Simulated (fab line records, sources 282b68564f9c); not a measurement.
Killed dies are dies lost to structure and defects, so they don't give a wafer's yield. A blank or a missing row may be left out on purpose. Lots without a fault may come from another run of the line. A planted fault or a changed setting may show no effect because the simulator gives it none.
One fault seen from 2 desks | flow rit_cmos | each desk has only its own numbers; what lay behind them comes last

THE METROLOGY DESK
What the gauges read, lot by lot, whatever tool the lot ran on: means of the sampled wafers that have a number. A lot is out of limits, marked OUT, if its mean lies more than 4 standard deviations from the usual mean; the brackets give that distance.
Columns: A = PWELL_RS at RIT_WELLDRIVE_RS_MEAS_02, usual 430.1 ohm/sq
lot  | first seen here | A
L639 | day 2 09:49     | 429.3
L640 | day 2 14:44     | 429.3
L641 | day 2 21:28     | 430.9
L642 | day 3 00:59     | 430.7
L643 | day 3 05:50     | 431.6
L644 | day 3 18:04     | 429.7
L645 | day 3 19:23     | 430.0
L646 | day 3 23:43     | 430.6
L647 | day 4 03:00     | 427.2
L652 | day 5 03:05     | 430.5
L656 | day 6 00:16     | 428.8
L657 | day 6 04:11     | 432.2
This desk's finding: nothing out of limits on any of the 12 lots.

THE TOOL OWNER'S DESK: implanter-02
The tool's own readings at RIT_PWELL_IMPLANT_08: means of the sampled wafers that have a number, for each lot that ran on this tool. A lot is out of limits, marked OUT, if its mean lies more than 4 standard deviations from the usual mean; the brackets give that distance.
Columns: A = tilt_deg at RIT_PWELL_IMPLANT_08, usual 7.001 degrees
lot  | first seen here | A
L640 | day 2 09:09     | 6.972
L644 | day 3 11:56     | 6.984
L645 | day 3 13:04     | 6.991
L646 | day 3 16:35     | 7.018
L654 | day 5 06:14     | 7.924 (+49) OUT
L655 | day 5 12:19     | 7.927 (+49) OUT
This desk's finding: out of limits on L654, L655; first on L654, day 5 06:14 (tilt_deg at RIT_PWELL_IMPLANT_08). In limits: L640, L644, L645, L646.

PUT TOGETHER
The tool owner's desk could have raised an alarm at day 5 06:14, on L654, L655.
The metrology desk saw nothing out of limits.
The metrology desk has no number on record for L654, L655.
Of the lots named, all ran RIT_PWELL_IMPLANT_08 on implanter-02.

WHAT THE SIMULATOR HAD PUT IN
Process parameter drift: implanter-02, from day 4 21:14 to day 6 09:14, at RIT_PWELL_IMPLANT_08. Setting tilt_deg, moved by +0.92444, from 7. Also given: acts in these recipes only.
Lots struck among those shown: L654, L655.
Hours from the fault's start to each desk's first reading out of limits: the tool owner's desk, 9.
